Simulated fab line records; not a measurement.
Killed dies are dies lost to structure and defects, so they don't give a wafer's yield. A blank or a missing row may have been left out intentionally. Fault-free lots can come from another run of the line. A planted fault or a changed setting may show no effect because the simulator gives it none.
fab line records ; flow berkeley-cmos170
record: lots: 5; wafers: 15; last-day: 12
route steps=331 shown M2@279
lots that met no fault: taken from a fault-free run of the same line
start-h: hours from the record's opening day to when the first of the lot's shown wafers began ; wait-h: hours from the lot's prior step to this one ; " identical to the entry in the row above ; L1.1+2: a single row standing in for several wafers ; - no value present, or no start provided ; * or withheld: withheld ; < > ~ a bound
route shown NAME@n: NAME is a module with steps in the file, n the number in the route of the first one ; usual: mean/standard deviation taken from wafers without a fault ; same: alike in all rows ; chamber/n: place in a boat ; sites: readings site by site ; _std_site: the values' standard deviation ; _edge_site: inner sites' mean taken away from outer sites' mean ; radius-mm: how far each site lies from the wafer's centre ; mask NAME#n: copy n ; behind: the tool/chamber that last shaped the wafer ; hold: the reason the lot was held/the length of the hold in hours/how it ended ; device: whichever transistor did not switch (one of n, p or np) ; end of line: tests run on the same wafers once the route is complete ; a step with no rows: only its recipe ; killed: dies lost to structure and defects at the first sort, not the wafer's yield ; map: a wafer's dies, x killed, . not, _ none there
set.NAME: the setting the step ran with; set.NAME@STEP: the setting that earlier step ran with ; model.NAME: the simulator's own value behind a step, which no gauge read
lots at some steps of the route; a table a step, a row a wafer
services: a tool's chamber out of use, with start hour (start-h, from the record's first day; less than 0 if before it), hours out, and reason
== steps ==
step: UCB170_M2_STRIP_08
recipe: chemistry: DMSO; temp-c: 80; time-s: 600; material: KrF
usual: temp-c: 80.01/0.11
lot.wafer;tool;chamber;start-h;wait-h;temp-c
L076.2;wet-bench-04;2;188.91;0.1;80.01
L076.3;wet-bench-04;2;188.91;0.1;80.07
L076.5;wet-bench-04;2;188.91;0.1;80.00
L074.1;wet-bench-02;1;191.22;0.2;79.86
L074.3;wet-bench-02;1;191.22;0.2;79.86
L074.4;wet-bench-02;1;191.22;0.2;79.92
L082.1;wet-bench-04;0;219.44;0.1;80.16
L082.2;wet-bench-04;0;219.44;0.1;79.97
L082.4;wet-bench-04;0;219.44;0.1;80.10
L092.1;wet-bench-02;3;276.30;0.1;80.07
L092.4;wet-bench-02;3;276.30;0.1;80.16
L092.6;wet-bench-02;3;276.30;0.1;79.81
L096.3;wet-bench-01;0;280.29;0.0;80.28
L096.4;wet-bench-01;0;280.29;0.0;80.34
L096.5;wet-bench-01;0;280.29;0.0;80.11
step: UCB170_M2_COAT_09
recipe: resist: BARC; temp-c: withheld; time-s: withheld; spin-rpm: 3000; resist-thk-nm: withheld
lot.wafer;tool;chamber;start-h;wait-h
L076.2+3+5;litho-track-03;0;189.29;0.2
L074.1+3+4;litho-track-03;0;191.47;0.1
L082.1+2+4;litho-track-03;0;219.61;0.0
L092.1+4+6;litho-track-03;0;276.66;0.2
L096.3+4+5;litho-track-01;0;280.51;0.1
step: UCB170_M2_COAT_10
recipe: resist: KrF; spin-rpm: 1500; resist-thk-nm: 900
lot.wafer;tool;chamber;start-h;wait-h
L076.2+3+5;litho-track-03;0;-;-
L074.1+3+4;litho-track-03;0;-;-
L082.1+2+4;litho-track-03;0;-;-
L092.1+4+6;litho-track-03;0;-;-
L096.3+4+5;litho-track-01;0;-;-
step: UCB170_M2_SOFTBAKE_11
recipe: resist: KrF; temp-c: 130; time-s: 60
lot.wafer;tool;chamber;start-h;wait-h
L076.2+3+5;litho-track-03;0;-;-
L074.1+3+4;litho-track-03;0;-;-
L082.1+2+4;litho-track-03;0;-;-
L092.1+4+6;litho-track-03;0;-;-
L096.3+4+5;litho-track-01;0;-;-
step: UCB170_M2_EXPOSE_12
recipe: mask-id: METAL2; target-cd-nm: 700; na: 0.5; sigma-outer: 0.6; source-shape: conventional; dose-mj: 26
usual: reticle-temp-C: 22.99/0.11
lot.wafer;tool;chamber;start-h;wait-h;mask;reticle-temp-C
L076.2;krf-scanner-02;0;189.86;-;METAL2#0;23.08
L076.3;krf-scanner-02;0;189.86;-;METAL2#0;23.06
L076.5;krf-scanner-02;0;189.86;-;METAL2#0;23.15
L074.1;krf-scanner-01;0;192.04;-;METAL2#0;23.01
L074.3;krf-scanner-01;0;192.04;-;METAL2#0;22.96
L074.4;krf-scanner-01;0;192.04;-;METAL2#0;23.02
L082.1;krf-scanner-01;0;220.06;-;METAL2#0;22.98
L082.2;krf-scanner-01;0;220.06;-;METAL2#0;23.07
L082.4;krf-scanner-01;0;220.06;-;METAL2#0;22.98
L092.1;krf-scanner-02;0;277.11;-;METAL2#0;23.07
L092.4;krf-scanner-02;0;277.11;-;METAL2#0;23.11
L092.6;krf-scanner-02;0;277.11;-;METAL2#0;23.10
L096.3;krf-scanner-01;0;280.95;-;METAL2#0;23.12
L096.4;krf-scanner-01;0;280.95;-;METAL2#0;22.85
L096.5;krf-scanner-01;0;280.95;-;METAL2#0;23.10
step: UCB170_M2_PEB_13
recipe: peb-temp-c: 130; peb-time-s: withheld; resist: KrF
lot.wafer;tool;chamber;start-h;wait-h
L076.2+3+5;litho-track-01;0;190.01;0.1
L074.1+3+4;litho-track-02;0;192.31;0.2
L082.1+2+4;litho-track-02;0;220.36;0.3
L092.1+4+6;litho-track-01;0;277.45;0.3
L096.3+4+5;litho-track-01;0;281.08;0.1
step: UCB170_M2_DEVELOP_14
recipe: developer: TMAH; develop-time-s: 45; resist: KrF; dev-temp-c: 21
same: develop-time-s: 45
lot.wafer;tool;chamber;start-h;wait-h
L076.2+3+5;litho-track-01;0;-;-
L074.1+3+4;litho-track-02;0;-;-
L082.1+2+4;litho-track-02;0;-;-
L092.1+4+6;litho-track-01;0;-;-
L096.3+4+5;litho-track-01;0;-;-
== services ==
tool;chamber;start-h;hours;kind
krf-scanner-02;-;170.01;1.0;pm
krf-scanner-02;-;192.92;3.6;pm
krf-scanner-01;-;196.47;0.8;pm
krf-scanner-02;-;224.59;1.9;repair
krf-scanner-02;-;245.51;1.2;repair
krf-scanner-02;-;248.88;1.3;pm
krf-scanner-01;-;268.79;1.3;pm
== key ==
fault none
